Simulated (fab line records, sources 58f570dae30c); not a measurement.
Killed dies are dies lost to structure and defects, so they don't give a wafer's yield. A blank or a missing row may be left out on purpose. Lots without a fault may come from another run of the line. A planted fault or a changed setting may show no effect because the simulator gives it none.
A struck lot beside a sound one | flow berkeley_cmos170 | 44 steps out of a route of 331
Sound: wafers L741.3, L741.5, L741.6. Struck: wafer L749.6. (L749.2, L749.3 of the same lot were not struck and are left out.) The cause comes at the end.
At each step with rows: each side's tool, then ch and its chambers, then its first start. Under that, the readings that differ: sound wafers | struck wafers | difference of the means | sigmas: that difference in standard deviations of wafers without a fault.
alike: readings whose means differ by less than 2 such deviations, and words and numbers that are the same on both sides. not compared: withheld readings, readings that some wafer has no value for, bounds like >300 that may hide the same value, and numbers for which the record gives no deviation and whose values overlap.
The two part at a step that has a row with sigmas, a row that says differs or no value, or rows on one side only. Numbers that don't overlap but have no deviation are shown without sigmas and don't part them. A reading that every wafer of one side lacks parts them only if that side has two wafers or more.

first, 6 steps without rows for these wafers: UCB170_V1_HMDS_06 (prime time 60 s); UCB170_V1_COAT_07 (resist thk 900 nm); UCB170_V1_SOFTBAKE_08 (time 60 s); UCB170_V1_EXPOSE_09 (exposes mask VIA1, target cd 700 nm); UCB170_V1_PEB_10; UCB170_V1_DEVELOP_11 (develop time 45 s).
UCB170_V1_CD_MEAS_12: target cd 700 nm.
  sound on cd_sem-01, day 9 10:02; struck on cd_sem-01, day 10 07:59
  reading    | sound             | struck | difference | sigmas
  cd_nm (nm) | 700.5 699.7 701.1 | 698.0  | -2.4       | -2
UCB170_V1_OVL_MEAS_13:
  sound on overlay-01, day 9 10:07; struck on overlay-02, day 10 08:05
  alike: V1_OVL
UCB170_V1_ETCH_14: etches SiO2 in CHF3/CF4/Ar, stops on Al, target depth 1250 nm, time 291 s.
  sound on rie_diel-02 ch 0,3, day 9 10:09; struck on rie_diel-04 ch 3, day 10 08:07
  reading                     | sound             | struck | difference | sigmas
  drypump_motor_current_A (A) | 5.57 6.06 5.57    | 6.46   | +0.73      | +3
  oes_product_au (a.u.)       | 0.879 0.889 0.875 | 0.849  | -0.032     | -2
  alike: rf_fwd_power_W, throttle_valve_pct
  not compared: rf_hours_counter_h
UCB170_V1_STRIP_15: strips in O2.
  sound on plasma_asher-02 ch 0,1, day 9 10:22; struck on plasma_asher-04 ch 1, day 10 08:18
  reading               | sound             | struck | difference | sigmas
  oes_product_au (a.u.) | 0.724 0.726 0.726 | 0.714  | -0.011     | -3
  alike: drypump_motor_current_A, strip_time_to_endpoint_s
  not compared: rf_hours_counter_h
UCB170_V1_CD_MEAS_90: target cd 700 nm.
  sound on cd_sem-02, day 9 10:28; struck on cd_sem-02, day 10 08:25
  reading    | sound             | struck | difference | sigmas
  cd_nm (nm) | 701.4 698.9 701.6 | 696.5  | -4.1       | -3
then, 1 step without rows for these wafers: UCB170_M2_PRE_CLEAN_00 (preclean etch time 60 s).
UCB170_M2_SPUTTER_01: material Al, target thk 900 nm, time 120 s.
  sound on pvd_sputter-04, day 9 10:37; struck on pvd_sputter-04, day 10 08:35
  reading                               | sound             | struck | difference | sigmas
  model.Al_of_M2_SPUTTER_01.thk_nm (nm) | 894.5 888.9 893.2 | 424.8  | -467.4     |
  alike: throttle_valve_pct
UCB170_M2_RS_MEAS_02: measures by four-point-probe.
  sound on film_metro-01, day 9 10:44; struck on film_metro-04, day 10 08:47
  reading           | sound                | struck | difference | sigmas
  M2_AL_RS (ohm/sq) | 0.0324 0.0326 0.0324 | 0.0691 | +0.0366    | +99 or more
UCB170_M2_THK_MEAS_03: measures by xrf.
  sound on film_metro-01, day 9 10:50; struck on film_metro-04, day 10 08:54
  reading        | sound       | struck | difference | sigmas
  M2_AL_THK (nm) | 892 884 893 | 426    | -464       | -46
then, 3 steps without rows for these wafers: UCB170_M2_HMDS_04 (prime time 60 s); UCB170_M2_COAT_05 (resist thk 900 nm); UCB170_M2_SOFTBAKE_06 (time 60 s).
UCB170_M2_STRIP_07: strips in O2.
  sound on plasma_asher-01 ch 0,1, day 9 11:22; struck on plasma_asher-03 ch 1, day 10 09:24
  alike: drypump_motor_current_A, oes_product_au, strip_time_to_endpoint_s
  not compared: rf_hours_counter_h
then, 7 steps without rows for these wafers: UCB170_M2_STRIP_08 (strips KrF in DMSO, time 600 s); UCB170_M2_COAT_09; UCB170_M2_COAT_10 (resist thk 900 nm); UCB170_M2_SOFTBAKE_11 (time 61.31 s); UCB170_M2_EXPOSE_12 (exposes mask METAL2, target cd 700 nm); UCB170_M2_PEB_13; UCB170_M2_DEVELOP_14 (develop time 45 s).
UCB170_M2_CD_MEAS_15: target cd 700 nm.
  sound on cd_sem-02, day 9 15:16; struck on cd_sem-01, day 10 10:41
  reading    | sound             | struck | difference | sigmas
  cd_nm (nm) | 699.4 698.2 697.4 | 701.9  | +3.6       | +3
UCB170_M2_OVL_MEAS_16:
  sound on overlay-01, day 9 15:22; struck on overlay-01, day 10 10:48
  alike: M2_OVL
UCB170_M2_ETCH_17: etches BARC in N2/H2.
  sound on rie_diel-02 ch 0,2,3, day 9 15:23; struck on rie_diel-04 ch 2, day 10 10:50
  reading            | sound             | struck | difference | sigmas
  rf_fwd_power_W (W) | 493.5 494.1 497.6 | 490.6  | -4.5       | -2
  alike: drypump_motor_current_A, oes_product_au, throttle_valve_pct
UCB170_M2_METAL_ETCH_18: etches Al in Cl2/BCl3, stops on SiO2, target depth 1170 nm, time 195 s.
  sound on rie_metal-03 ch 0,1, day 9 15:29; struck on rie_metal-01 ch 0, day 10 10:56
  reading                | sound             | struck | difference | sigmas
  oes_product_au (a.u.)  | 0.850 0.842 0.868 | 0.596  | -0.257     | -21
  rf_fwd_power_W (W)     | 595.0 599.0 598.7 | 602.3  | +4.7       | +3
  throttle_valve_pct (%) | 23.89 23.90 24.04 | 24.59  | +0.65      | +2
  alike: drypump_motor_current_A
  not compared: rf_hours_counter_h
then, 1 step without rows for these wafers: UCB170_M2_STRIP_19 (strips in O2).
UCB170_M2_CD_MEAS_90: target cd 700 nm.
  sound on cd_sem-02, day 9 15:46; struck on cd_sem-01, day 10 11:22
  reading    | sound       | struck | difference | sigmas
  cd_nm (nm) | 699 697 701 | 712    | +13        | +4
then, 1 step without rows for these wafers: UCB170_V2_CVD_00 (deposits SiO2 from TEOS/O2, target thk 2000 nm, time 250 s).
UCB170_V2_THK_MEAS_01:
  sound on film_metro-03, day 9 16:01; struck on film_metro-03, day 10 11:40
  alike: V2_TEOS_THK
UCB170_V2_CMP_02: polishes SiO2.
  sound on cmp-02 ch 1,2,3, day 9 16:12; struck on cmp-01 ch 3, day 10 11:43
  alike: motor_current_A, slurry_flow_ml_min
UCB170_V2_BOW_MEAS_03:
  sound on film_metro-03, day 9 16:23; struck on film_metro-04, day 10 12:02
  alike: V2_BOW
UCB170_V2_THK_MEAS_04:
  sound on film_metro-03, day 9 16:29; struck on film_metro-04, day 10 12:09
  alike: V2_POLISHED_THK
then, 5 steps without rows for these wafers: UCB170_V2_CLEAN_05 (cleans in DIW); UCB170_V2_HMDS_06 (prime time 60 s); UCB170_V2_COAT_07 (resist thk 900 nm); UCB170_V2_SOFTBAKE_08 (time 60 s); UCB170_V2_EXPOSE_09 (exposes mask VIA2, target cd 700 nm).
UCB170_V2_ETCH_14: etches SiO2 in CHF3/CF4/Ar, stops on Al, target depth 1250 nm, time 291 s.
  sound on rie_diel-02 ch 1,2, day 9 19:07; struck on rie_diel-02 ch 3, day 10 14:42
  reading                               | sound             | struck | difference | sigmas
  model.Al_of_M2_SPUTTER_01.thk_nm (nm) | 894.4 888.9 893.1 | 424.7  | -467.4     |
  alike: drypump_motor_current_A, oes_product_au, rf_fwd_power_W, throttle_valve_pct
  not compared: rf_hours_counter_h
UCB170_M3_PROBE_99:
  sound on prober-02, day 10 01:08; struck on prober-02, day 10 19:55
  reading                               | sound                      | struck   | difference | sigmas
  model.etest.antenna_m2.vt_shift_v (V) | -0.01351 -0.01495 -0.01404 | -0.02381 | -0.00964   |

WHERE THEY PART
First at UCB170_V1_CD_MEAS_12; last, within this record, at UCB170_M2_CD_MEAS_90. Later steps at which nothing parts them and some readings are alike: UCB170_V2_THK_MEAS_01, UCB170_V2_CMP_02, UCB170_V2_BOW_MEAS_03, UCB170_V2_THK_MEAS_04, UCB170_V2_ETCH_14.

WHY: what the simulator had put in
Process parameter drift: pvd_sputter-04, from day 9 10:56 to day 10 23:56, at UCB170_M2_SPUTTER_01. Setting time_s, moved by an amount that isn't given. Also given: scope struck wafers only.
